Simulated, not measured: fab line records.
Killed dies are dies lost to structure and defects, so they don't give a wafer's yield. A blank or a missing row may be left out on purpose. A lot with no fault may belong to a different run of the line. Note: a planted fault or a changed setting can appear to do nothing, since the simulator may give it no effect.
fab line records	flow ritCmos
record lots=14	wafers=42	lastDay=7
route steps=202 shown ACTIVE@15 GATE@93 SILICIDE@162 CONTACT@171
lots that met no fault: from a run of the same line without faults
startH: start of the lot's first displayed wafer, in hours after the record's first day	waitH: hours elapsed since this lot's preceding step	" identical to the entry in the row above	L1.1+2: a single row standing in for several wafers	- either no value or no given start	* or withheld: withheld	< > ~ a bound
route shown NAME@n: NAME is a module with steps in the file, n the number in the route of the first one	usual: mean and standard deviation over wafers with no fault	same: alike in all rows	chamber/n: place in a boat	sites: per-site readings	_std_site: the standard deviation of these	_edge_site: outer sites' mean less inner sites'	radiusMm: how far each site lies from the wafer's centre	mask NAME#n: copy n	behind: tool/chamber where the wafer was last shaped	hold: why the lot went on hold/how many hours it stayed there/how the hold came to an end	device: transistor that didn't switch, given as n, p or np	end of line: the same wafers' tests at the end of the route	a step without rows: its recipe alone	killed: dies lost to structure and defects at the first sort, not the wafer's yield	map: the dies of a wafer, with x for killed, . for not killed, _ for no die there
set.NAME: the setting that was run; set.NAME@STEP: the one run at that earlier step	model.NAME: the simulator's own value behind a step, which no gauge read
one table for each step of the route and one row for each wafer, over a sample of lots
services: the hour from which a tool's chamber was out of use, counted from the record's first day as startH (under 0 if before that day), plus the number of hours and why
## steps
# step RIT_ACTIVE_STRIP_14
# recipe chemistry=O2	timeS=180	resist=NOVOLAK	platenTempC=withheld	powerW=500	pressureMtorr=4000	o2FlowSccm=4000
# usual drypumpMotorCurrentA=5.32/0.24
lot.wafer	tool	chamber	startH	waitH	drypumpMotorCurrentA	rfHoursCounterH
L386.2	plasmaAsher-01	1	14.86	0.1	5.24	38
L386.4	"	1	"	"	5.24	-
L386.5	"	1	"	"	5.25	-
L387.3	plasmaAsher-02	0	19.90	0.1	4.98	-
L387.5	"	0	"	"	4.98	-
L387.6	"	1	"	"	5.64	-
L388.1	plasmaAsher-01	1	25.71	0.1	5.26	39
L388.4	"	0	"	"	5.37	-
L388.5	"	0	"	"	5.39	-
L391.3	plasmaAsher-04	0	39.90	0.1	5.42	-
L391.4	"	1	"	"	5.30	-
L391.6	"	0	"	"	5.41	-
L393.3	plasmaAsher-04	1	50.09	0.1	5.27	-
L393.4	"	0	"	"	5.39	-
L393.5	"	1	"	"	5.30	-
L394.2	plasmaAsher-01	0	54.97	0.1	5.36	42
L394.3	"	1	"	"	5.24	-
L394.4	"	0	"	"	5.37	-
L395.1	plasmaAsher-02	1	60.06	0.1	5.65	44
L395.2	"	0	"	"	5.00	44
L395.5	"	0	"	"	4.99	-
L396.3	plasmaAsher-01	1	65.72	0.1	5.25	-
L396.4	"	0	"	"	5.37	-
L396.6	"	0	"	"	5.36	-
L397.1	plasmaAsher-02	1	69.84	0.1	5.61	45
L397.2	"	0	"	"	5.00	45
L397.5	"	0	"	"	4.98	-
L398.2	plasmaAsher-04	1	75.55	0.1	5.27	28
L398.3	"	1	"	"	5.28	-
L398.6	"	1	"	"	5.28	-
L400.1	plasmaAsher-02	1	84.97	0.1	5.67	47
L400.2	"	0	"	"	4.97	47
L400.5	"	1	"	"	5.64	-
L406.3	plasmaAsher-04	0	116.80	0.1	5.37	-
L406.4	"	1	"	"	5.30	-
L406.6	"	0	"	"	5.40	-
L407.2	plasmaAsher-02	0	119.99	0.1	4.98	50
L407.5	"	0	"	"	5.02	-
L407.6	"	1	"	"	5.64	-
L408.1	plasmaAsher-02	0	124.97	0.1	5.00	51
L408.2	"	1	"	"	5.66	51
L408.6	"	1	"	"	5.65	-
# step RIT_GATE_OVL_MEAS_17
# usual GATE_OVL=1.0/1.3
lot.wafer	tool	chamber	startH	waitH	GATE_OVL[nm]
L386.2	overlay-02	-	36.25	0.1	1.8
L386.4	"	-	"	"	2.0
L386.5	"	-	"	"	1.7
L387.3	overlay-01	-	41.31	0.1	0.8
L387.5	"	-	"	"	0.8
L387.6	"	-	"	"	0.6
L388.1	overlay-02	-	47.51	0.1	3.2
L388.4	"	-	"	"	2.2
L388.5	"	-	"	"	2.5
L391.3	overlay-02	-	62.21	0.1	2.0
L391.4	"	-	"	"	1.2
L391.6	"	-	"	"	0.6
L393.3	overlay-01	-	71.82	0.1	1.1
L393.4	"	-	"	"	2.8
L393.5	"	-	"	"	1.8
L394.2	overlay-01	-	77.76	0.1	1.3
L394.3	"	-	"	"	0.9
L394.4	"	-	"	"	1.3
L395.1	overlay-02	-	82.21	0.1	0.8
L395.2	"	-	"	"	0.3
L395.5	"	-	"	"	1.6
L396.3	overlay-01	-	86.45	0.1	0.6
L396.4	"	-	"	"	-0.5
L396.6	"	-	"	"	-0.4
L397.1	overlay-01	-	91.31	0.1	2.1
L397.2	"	-	"	"	2.8
L397.5	"	-	"	"	2.5
L398.2	overlay-02	-	97.26	0.1	0.7
L398.3	"	-	"	"	0.7
L398.6	"	-	"	"	1.0
L400.1	overlay-01	-	107.90	0.1	-0.6
L400.2	"	-	"	"	-1.4
L400.5	"	-	"	"	0.6
L406.3	overlay-02	-	142.63	0.1	-2.0
L406.4	"	-	"	"	-2.7
L406.6	"	-	"	"	-1.1
L407.2	overlay-02	-	145.69	0.1	0.5
L407.5	"	-	"	"	0.0
L407.6	"	-	"	"	0.9
L408.1	overlay-01	-	148.12	0.1	0.6
L408.2	"	-	"	"	-0.4
L408.6	"	-	"	"	0.7
# step RIT_SILICIDE_SPUTTER_01
# recipe material=Ti	targetThkNm=30	powerW=361.4	chamberPressurePa=0.667	gas=Ar	timeS=240	substrateTempC=25
# usual throttleValvePct=29.6/0.82
lot.wafer	tool	chamber	startH	waitH	throttleValvePct
L386.2	pvdSputter-02	-	49.28	0.0	29.3
L386.4	"	-	"	"	28.9
L386.5	"	-	"	"	29.4
L387.3	pvdSputter-03	-	54.34	0.0	30.6
L387.5	"	-	"	"	30.7
L387.6	"	-	"	"	30.7
L388.1	pvdSputter-02	-	60.80	0.0	30.2
L388.4	"	-	"	"	28.9
L388.5	"	-	"	"	28.9
L391.3	pvdSputter-02	-	76.10	0.0	28.6
L391.4	"	-	"	"	30.4
L391.6	"	-	"	"	28.9
L393.3	pvdSputter-03	-	85.67	0.0	28.7
L393.4	"	-	"	"	30.9
L393.5	"	-	"	"	30.6
L394.2	pvdSputter-02	-	90.82	0.0	29.1
L394.3	"	-	"	"	28.9
L394.4	"	-	"	"	29.4
L395.1	pvdSputter-02	-	95.42	0.0	29.0
L395.2	"	-	"	"	29.2
L395.5	"	-	"	"	29.0
L396.3	pvdSputter-03	-	99.96	0.0	30.8
L396.4	"	-	"	"	31.1
L396.6	"	-	"	"	30.5
L397.1	pvdSputter-02	-	104.75	0.0	28.9
L397.2	"	-	"	"	30.3
L397.5	"	-	"	"	28.8
L398.2	pvdSputter-03	-	110.69	0.0	31.1
L398.3	"	-	"	"	28.8
L398.6	"	-	"	"	28.5
L400.1	pvdSputter-03	-	121.21	0.0	28.5
L400.2	"	-	"	"	30.9
L400.5	"	-	"	"	28.7
L406.3	pvdSputter-01	-	156.11	0.0	29.9
L406.4	"	-	"	"	30.8
L406.6	"	-	"	"	28.9
L407.2	pvdSputter-02	-	158.49	0.0	28.9
L407.5	"	-	"	"	29.0
L407.6	"	-	"	"	29.0
L408.1	pvdSputter-03	-	161.27	0.0	28.7
L408.2	"	-	"	"	30.4
L408.6	"	-	"	"	30.8
# step RIT_CONTACT_COAT_03
# recipe resist=NOVOLAK	spinRpm=3250	resistThkNm=1000
lot.wafer	tool	chamber	startH	waitH
L386.2+4+5	lithoTrack-04	0	50.07	0.1
L387.3+5+6	lithoTrack-01	0	55.16	0.1
L388.1+4+5	lithoTrack-01	0	61.57	0.1
L391.3+4+6	lithoTrack-01	0	76.92	0.1
L393.3+4+5	lithoTrack-04	0	86.49	0.1
L394.2+3+4	lithoTrack-01	0	91.66	0.1
L395.1+2+5	lithoTrack-04	0	96.19	0.1
L396.3+4+6	lithoTrack-03	0	100.77	0.1
L397.1+2+5	lithoTrack-03	0	105.52	0.1
L398.2+3+6	lithoTrack-03	0	111.48	0.1
L400.1+2+5	lithoTrack-03	0	121.98	0.1
L406.3+4+6	lithoTrack-01	0	156.93	0.1
L407.2+5+6	lithoTrack-01	0	159.28	0.1
L408.1+2+6	lithoTrack-04	0	162.03	0.1
# step RIT_CONTACT_CD_MEAS_08
# recipe targetCdNm=1000
# usual cdNm=999.4/2.1
lot.wafer	tool	chamber	startH	waitH	cdNm
L386.2	cdSem-01	-	50.88	-	999.8
L386.4	"	-	"	"	1001.2
L386.5	"	-	"	"	1000.6
L387.3	cdSem-01	-	55.96	-	998.5
L387.5	"	-	"	"	998.6
L387.6	"	-	"	"	1002.0
L388.1	cdSem-02	-	62.38	-	1000.7
L388.4	"	-	"	"	1001.3
L388.5	"	-	"	"	1002.1
L391.3	cdSem-02	-	77.72	-	995.4
L391.4	"	-	"	"	997.8
L391.6	"	-	"	"	997.7
L393.3	cdSem-02	-	87.29	-	1002.8
L393.4	"	-	"	"	1002.2
L393.5	"	-	"	"	1003.7
L394.2	cdSem-02	-	92.47	-	1003.7
L394.3	"	-	"	"	999.2
L394.4	"	-	"	"	1002.8
L395.1	cdSem-01	-	97.14	-	997.5
L395.2	"	-	"	"	997.1
L395.5	"	-	"	"	996.7
L396.3	cdSem-02	-	101.61	-	1002.5
L396.4	"	-	"	"	1003.2
L396.6	"	-	"	"	1002.3
L397.1	cdSem-01	-	106.36	-	998.3
L397.2	"	-	"	"	998.9
L397.5	"	-	"	"	997.7
L398.2	cdSem-01	-	112.42	-	1008.0
L398.3	"	-	"	"	1009.7
L398.6	"	-	"	"	1007.5
L400.1	cdSem-01	-	122.92	-	1010.0
L400.2	"	-	"	"	1007.0
L400.5	"	-	"	"	1011.1
L406.3	cdSem-01	-	157.86	-	998.1
L406.4	"	-	"	"	997.5
L406.6	"	-	"	"	1001.5
L407.2	cdSem-01	-	160.25	-	998.8
L407.5	"	-	"	"	1000.5
L407.6	"	-	"	"	999.3
L408.1	cdSem-02	-	162.97	-	996.7
L408.2	"	-	"	"	999.3
L408.6	"	-	"	"	997.9
## services
tool	chamber	startH	hours	kind
pvdSputter-03	-	-6.03	3.9	repair
pvdSputter-02	-	-2.17	1.8	repair
plasmaAsher-02	-	4.08	1.6	repair
plasmaAsher-04	-	30.46	1.8	repair
plasmaAsher-04	-	59.66	0.8	repair
plasmaAsher-01	-	77.77	2.8	pm
plasmaAsher-02	-	105.46	2.7	repair
plasmaAsher-01	-	108.75	9.0	pm
plasmaAsher-01	0	108.75	9.0	ventCycle
plasmaAsher-01	1	108.75	9.0	ventCycle
pvdSputter-01	-	117.17	1.0	repair
plasmaAsher-01	0	117.75	-	clean
plasmaAsher-01	1	117.75	-	clean
plasmaAsher-02	-	143.78	2.8	repair
pvdSputter-03	-	145.05	0.9	repair
## key
firstSign step=RIT_CONTACT_CD_MEAS_08	reading=cdNm	direction=up	sigmas=4.5	usual=999.4	struck=1008.9	through=controlLoop
effect none on later readings
metAt RIT_CONTACT_COAT_03
struckLots L398,L400
testerLeftOut L398,L400
loopTrim step=RIT_CONTACT_EXPOSE_05	setting=dose	lots=L400
notActingAt RIT_ACTIVE_STRIP_14,RIT_GATE_OVL_MEAS_17,RIT_SILICIDE_SPUTTER_01
onsetBetween 105.52 111.48
fault kind=processParameterDrift	tool=lithoTrack-03	chamber=-	onsetH=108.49	steps=RIT_CONTACT_COAT_03	channel=resistThkNm	offset=-114.37	shape=step	endH=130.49	actsIn=theseRecipesOnly	stated=1000
# testerLeftOut: of these lots the tester's yield and bins aren't shown, on N5 and GAA mostly nor the transistor test; their killed dies are dies lost to structure and defects alone, not to doping, threshold or leakage, so they don't give the yield
# loopTrim: a control loop set the setting to another value than it would have without faults
